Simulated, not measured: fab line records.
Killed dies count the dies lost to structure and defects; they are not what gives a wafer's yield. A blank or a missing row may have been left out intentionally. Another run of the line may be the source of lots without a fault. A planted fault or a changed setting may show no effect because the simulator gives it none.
Which tool was responsible? + flow berkeley cmos170 + 14 lots with 42 wafers sampled at 5 steps, on a route of 331 steps

## WHAT EACH GAUGE READ, for each wafer
UCB170_PWELL_OVL_MEAS_13.
| lot  | measured    | on         | PWELL_OVL (nm) |
|------|-------------|------------|----------------|
| L729 | day 3 09:04 | overlay-01 | 2 3 5          |
| L731 | day 3 20:08 | overlay-01 | -2 8 9         |
| L730 | day 3 20:20 | overlay-01 | 1 -1 -10       |
| L733 | day 4 05:15 | overlay-01 | -5 -1 1        |
| L737 | day 5 02:07 | overlay-01 | 1 -3 -5        |
| L736 | day 5 02:07 | overlay-02 | -2 -5 -1       |
| L735 | day 5 02:17 | overlay-01 | -8 -5 -4       |
| L738 | day 5 10:27 | overlay-02 | -9 -1 2        |
| L739 | day 5 11:28 | overlay-02 | -16 -6 -8      |
| L741 | day 6 04:43 | overlay-02 | -1 -2 7        |
| L748 | day 7 07:45 | overlay-02 | -2 4 5         |
| L749 | day 7 16:41 | overlay-01 | 0 -7 -2        |
| L751 | day 7 22:11 | overlay-01 | 2 10 3         |
| L750 | day 7 22:44 | overlay-02 | -9 -2 -10      |

UCB170_ACTIVE_THK_MEAS_03.
| lot  | measured    | on            | ACTIVE_OXIDE_THK (nm) |
|------|-------------|---------------|-----------------------|
| L729 | day 4 06:10 | film metro-01 | 25.6 25.9 25.3        |
| L731 | day 4 20:17 | film metro-03 | 26.5 26.8 27.0        |
| L730 | day 4 20:16 | film metro-01 | 25.9 26.3 26.4        |
| L733 | day 5 06:07 | film metro-04 | 26.3 26.3 26.2        |
| L737 | day 5 19:50 | film metro-04 | 26.2 26.3 26.0        |
| L736 | day 5 19:49 | film metro-01 | 26.8 26.6 26.5        |
| L735 | day 5 19:47 | film metro-04 | 25.9 25.7 25.9        |
| L738 | day 6 08:29 | film metro-01 | 26.9 26.3 27.0        |
| L739 | day 6 08:30 | film metro-04 | 26.3 26.4 25.8        |
| L741 | day 7 03:33 | film metro-03 | 25.6 25.6 25.8        |
| L748 | day 8 09:35 | film metro-04 | 26.1 26.2 26.6        |
| L749 | day 8 17:58 | film metro-01 | 26.8 26.4 26.2        |
| L751 | day 8 20:56 | film metro-01 | 26.5 26.6 27.2        |
| L750 | day 8 20:54 | film metro-03 | 26.8 26.5 26.7        |

UCB170_SCREENOX_THK_MEAS_02.
| lot  | measured     | on            | SCREENOX_OXIDE_THK (nm) |
|------|--------------|---------------|-------------------------|
| L729 | day 5 18:26  | film metro-04 | 14.12 13.87 14.24       |
| L731 | day 6 11:30  | film metro-03 | 14.17 14.54 14.50       |
| L730 | day 6 11:29  | film metro-04 | 14.61 14.56 14.62       |
| L733 | day 6 19:22  | film metro-03 | 14.19 14.21 14.09       |
| L737 | day 7 14:07  | film metro-01 | 14.12 14.25 14.21       |
| L736 | day 7 14:13  | film metro-01 | 14.35 13.87 14.36       |
| L735 | day 7 14:07  | film metro-04 | 14.19 14.05 13.97       |
| L738 | day 7 21:30  | film metro-01 | 13.98 14.11 14.08       |
| L739 | day 7 21:31  | film metro-04 | 14.37 14.27 14.27       |
| L741 | day 8 19:34  | film metro-04 | 14.62 14.57 14.58       |
| L748 | day 10 02:24 | film metro-04 | 14.30 14.49 14.49       |
| L749 | day 10 08:49 | film metro-01 | 14.29 14.16 14.14       |
| L751 | day 10 08:51 | film metro-03 | 14.56 14.39 14.43       |
| L750 | day 10 08:49 | film metro-04 | 14.54 14.49 14.47       |

## EACH LOT AND THE TOOL THAT RAN IT (in order: tool; ch and the chambers of the sampled wafers; start)
| lot  | UCB170_ACTIVE_ETCH_15             | UCB170_ACTIVE_STRIP_16              |
|------|-----------------------------------|-------------------------------------|
| L729 | rie diel-03 ch 0,1,3, day 4 14:05 | plasma asher-03 ch 0,1, day 4 14:11 |
| L731 | rie diel-01 ch 2,3, day 5 08:23   | plasma asher-04 ch 0,1, day 5 08:31 |
| L730 | rie diel-03 ch 0,2,3, day 5 08:16 | plasma asher-03 ch 0,1, day 5 08:22 |
| L733 | rie diel-02 ch 0,1,2, day 5 13:22 | plasma asher-03 ch 0,1, day 5 13:28 |
| L737 | rie diel-02 ch 1,2,3, day 6 06:11 | plasma asher-03 ch 0,1, day 6 06:17 |
| L736 | rie diel-03 ch 1,2, day 6 05:54   | plasma asher-04 ch 0,1, day 6 06:02 |
| L735 | rie diel-01 ch 0,2,3, day 6 06:08 | plasma asher-02 ch 0,1, day 6 06:14 |
| L738 | rie diel-02 ch 1,2,3, day 6 15:38 | plasma asher-03 ch 0,1, day 6 15:44 |
| L739 | rie diel-03 ch 0,1,3, day 6 15:22 | plasma asher-02 ch 0,1, day 6 15:30 |
| L741 | rie diel-01 ch 0,1,2, day 7 13:08 | plasma asher-03 ch 0,1, day 7 13:14 |
| L748 | rie diel-03 ch 0,3, day 8 19:12   | plasma asher-04 ch 0,1, day 8 19:18 |
| L749 | rie diel-03 ch 0,1, day 9 03:19   | plasma asher-02 ch 0,1, day 9 03:25 |
| L751 | rie diel-01 ch 0,1,2, day 9 03:43 | plasma asher-04 ch 0,1, day 9 03:51 |
| L750 | rie diel-02 ch 0,1,2, day 9 03:26 | plasma asher-03 ch 0, day 9 03:32   |
- UCB170_ACTIVE_ETCH_15: etches Si3N4 in CH3F/Ar/O2, stops on SiO2, target depth 242 nm, time 151 s.
- UCB170_ACTIVE_STRIP_16: strips in O2.

## AS READ BY THE TOOLS THEMSELVES (means over the sampled wafers that have a number; for cases with no such wafer, the mark the record gives instead)
UCB170_ACTIVE_ETCH_15.
| lot  | tool        | CH3F_flow_sccm (sccm) | chamber pressure mTorr (mTorr) | drypump motor current A (A) | oes product au (a.u.) | throttle valve pct (%) |
|------|-------------|-----------------------|--------------------------------|-----------------------------|-----------------------|------------------------|
| L729 | rie diel-03 | 20.01                 | 49.99                          | 5.4                         | 0.938                 | 7.97                   |
| L731 | rie diel-01 | 20.00                 | 50.02                          | 5.8                         | 0.930                 | 8.05                   |
| L730 | rie diel-03 | 20.08                 | 49.99                          | 5.2                         | 0.932                 | 7.95                   |
| L733 | rie diel-02 | 20.00                 | 49.99                          | 6.2                         | 0.937                 | 7.98                   |
| L737 | rie diel-02 | 19.96                 | 49.97                          | 6.1                         | 0.930                 | 8.02                   |
| L736 | rie diel-03 | 19.94                 | 49.99                          | 5.4                         | 0.935                 | 7.92                   |
| L735 | rie diel-01 | 20.03                 | 49.98                          | 6.0                         | 0.927                 | 8.04                   |
| L738 | rie diel-02 | 19.99                 | 50.00                          | 6.1                         | 0.937                 | 8.02                   |
| L739 | rie diel-03 | 19.98                 | 49.99                          | 5.4                         | 0.936                 | 7.97                   |
| L741 | rie diel-01 | 20.04                 | 50.04                          | 6.0                         | 0.936                 | 8.03                   |
| L748 | rie diel-03 | 19.99                 | 50.02                          | 5.3                         | 0.949                 | 7.92                   |
| L749 | rie diel-03 | 20.05                 | 50.01                          | 5.1                         | 0.937                 | 8.09                   |
| L751 | rie diel-01 | 19.99                 | 50.01                          | 6.0                         | 0.935                 | 8.03                   |
| L750 | rie diel-02 | 20.00                 | 50.00                          | 6.2                         | 0.942                 | 7.99                   |

UCB170_ACTIVE_STRIP_16.
| lot  | tool            | chamber pressure mTorr (mTorr) | drypump motor current A (A) | oes product au (a.u.) | strip time to endpoint s (s) |
|------|-----------------|--------------------------------|-----------------------------|-----------------------|------------------------------|
| L729 | plasma asher-03 | 3500                           | 5.7                         | 0.721                 | 18.14                        |
| L731 | plasma asher-04 | 3500                           | 5.6                         | 0.723                 | 18.11                        |
| L730 | plasma asher-03 | 3501                           | 5.7                         | 0.720                 | 18.14                        |
| L733 | plasma asher-03 | 3501                           | 5.6                         | 0.721                 | 18.16                        |
| L737 | plasma asher-03 | 3504                           | 5.3                         | 0.722                 | 18.13                        |
| L736 | plasma asher-04 | 3497                           | 5.6                         | 0.722                 | 18.31                        |
| L735 | plasma asher-02 | 3502                           | 6.0                         | 0.719                 | 18.10                        |
| L738 | plasma asher-03 | 3501                           | 5.6                         | 0.722                 | 18.24                        |
| L739 | plasma asher-02 | 3500                           | 6.1                         | 0.715                 | 18.14                        |
| L741 | plasma asher-03 | 3497                           | 5.7                         | 0.725                 | 18.15                        |
| L748 | plasma asher-04 | 3500                           | 5.6                         | 0.720                 | 17.97                        |
| L749 | plasma asher-02 | 3502                           | 6.0                         | 0.724                 | 17.86                        |
| L751 | plasma asher-04 | 3499                           | 6.1                         | 0.720                 | 18.19                        |
| L750 | plasma asher-03 | 3500                           | 4.9                         | 0.720                 | 18.24                        |

## THE ANSWER, worked out from the rows above alone
Rule: what is usual is taken from the lots themselves. The widest of any qualifying gaps counts: lots, ordered by their means at a reading, are off when they make up no more than a third of the lots, leave a main group of 4 or more, and stand apart from it by 3 or more times the standard deviation of that group's means. Not used: any main group whose means are identical at the precision the tables above print for the reading. A lot without any number at a reading at which 4 lots or more have one is off too. Where the step has rows for the other lots, those lots are counted as sound. The gauges are gone through in route order, then the tools' own readings, and for those a lot's mean is taken as printed above. At the first step where some lot is off, the reading lying furthest off is the one used; lots without a number count as furthest.
Across all readings shown, no lot is off: no conclusion can be drawn from this.

## WHAT WAS PUT IN BY THE SIMULATOR
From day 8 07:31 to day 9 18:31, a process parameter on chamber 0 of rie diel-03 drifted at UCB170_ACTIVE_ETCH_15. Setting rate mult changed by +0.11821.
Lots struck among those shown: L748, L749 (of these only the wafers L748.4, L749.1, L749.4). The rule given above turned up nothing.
